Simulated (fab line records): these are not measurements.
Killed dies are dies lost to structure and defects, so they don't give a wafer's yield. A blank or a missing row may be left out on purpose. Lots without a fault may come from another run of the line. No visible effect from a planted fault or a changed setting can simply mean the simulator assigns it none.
2 desks, one fault | flow berkeley cmos170 | only its own numbers are on each desk; what lay behind them is given at the end

== METROLOGY DESK ==
Lot by lot, what the gauges showed, no matter which tool ran the lot: averages of those sampled wafers that carry a number. A lot is out of limits, marked OUT, if its mean lies more than 4 standard deviations from the usual mean; the brackets give that distance.
Columns: A = PWELL_TW at UCB170_PWELL_TW_MEAS_17, usual 378.0; B = PFIELD_OVL at UCB170_PFIELD_OVL_MEAS_06, usual -4 nm; C = FIELD_OXIDE_THK at UCB170_FIELD_THK_MEAS_02, usual 558 nm
lot  | first seen here | A               | B  | C
L485 | day 3 06:40     | 379.8           | -3 | 562
L486 | day 3 19:23     | 378.3           | -1 | 556
L488 | day 3 20:02     | 377.9           | 1  | 572
L487 | day 4 00:31     | 379.4           | -9 | 562
L490 | day 4 08:27     | 378.6           | 1  | 546
L494 | day 5 07:15     | 379.1           | -7 | 553
L496 | day 5 14:47     | 337.8 (-21) OUT | 1  | 577
L499 | day 6 12:10     | 337.5 (-21) OUT | 1  | 569
L500 | day 6 12:34     | 378.2           | -3 | 563
L502 | day 7 02:58     | 377.5           | -4 | 538
L503 | day 7 03:13     | 378.1           | -1 | 538
L505 | day 7 14:22     | 378.3           | 6  | 541
L507 | day 8 02:18     | 380.0           | -4 | 558
L506 | day 8 02:34     | 375.5           | -5 | 550
Finding of this desk: L496, L499 out of limits, first seen on L496 at day 5 14:47 (PWELL_TW at UCB170_PWELL_TW_MEAS_17). Within limits: L485, L486, L488, L487, L490, L494, L500, L502, L503, L505, L507, L506.

== AT THE TOOL OWNER'S DESK: implanter-01 ==
The tool's own readings at UCB170_PWELL_IMPLANT_15, given as means over the sampled wafers that have a number, one for each lot that went through this tool. A lot is out of limits, marked OUT, if its mean lies more than 4 standard deviations from the usual mean; the brackets give that distance.
Columns: A = beam energy keV at UCB170_PWELL_IMPLANT_15, usual 60.003; B = dose ions cm2 at UCB170_PWELL_IMPLANT_15, usual 5e+12; C = faraday current uA at UCB170_PWELL_IMPLANT_15, usual 15.8
lot  | first seen here | A      | B                       | C
L485 | day 3 06:25     | 59.984 | 5e+12                   | 15.7
L488 | day 3 19:49     | 60.020 | 5e+12                   | 16.0
L494 | day 5 07:01     | 59.995 | 5e+12                   | 15.6
L496 | day 5 14:33     | 60.002 | 4e+12 (-99 or more) OUT | 11.0 (-15) OUT
L499 | day 6 11:55     | 60.003 | 4e+12 (-99 or more) OUT | 11.2 (-14) OUT
This desk finds L496, L499 out of limits, L496 being first, at day 5 14:33 (dose ions cm2 at UCB170_PWELL_IMPLANT_15). Within limits: L485, L488, L494.

== PUT TOGETHER ==
On L496, L499, at day 5 14:33, an alarm was possible from the tool owner's desk.
An alarm was possible from the metrology desk at day 5 14:47, on L496, L499.
All the named lots went through UCB170_PWELL_IMPLANT_15 on implanter-01.

== WHAT THE SIMULATOR HAD PUT IN ==
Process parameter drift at UCB170_PWELL_IMPLANT_15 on implanter-01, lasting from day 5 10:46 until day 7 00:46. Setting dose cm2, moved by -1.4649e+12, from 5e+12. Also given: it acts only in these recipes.
Struck lots among those shown: L496, L499.
Counting hours from when the fault started, the first reading out of limits came at 4 for the tool owner's desk and at 4 for the metrology desk.
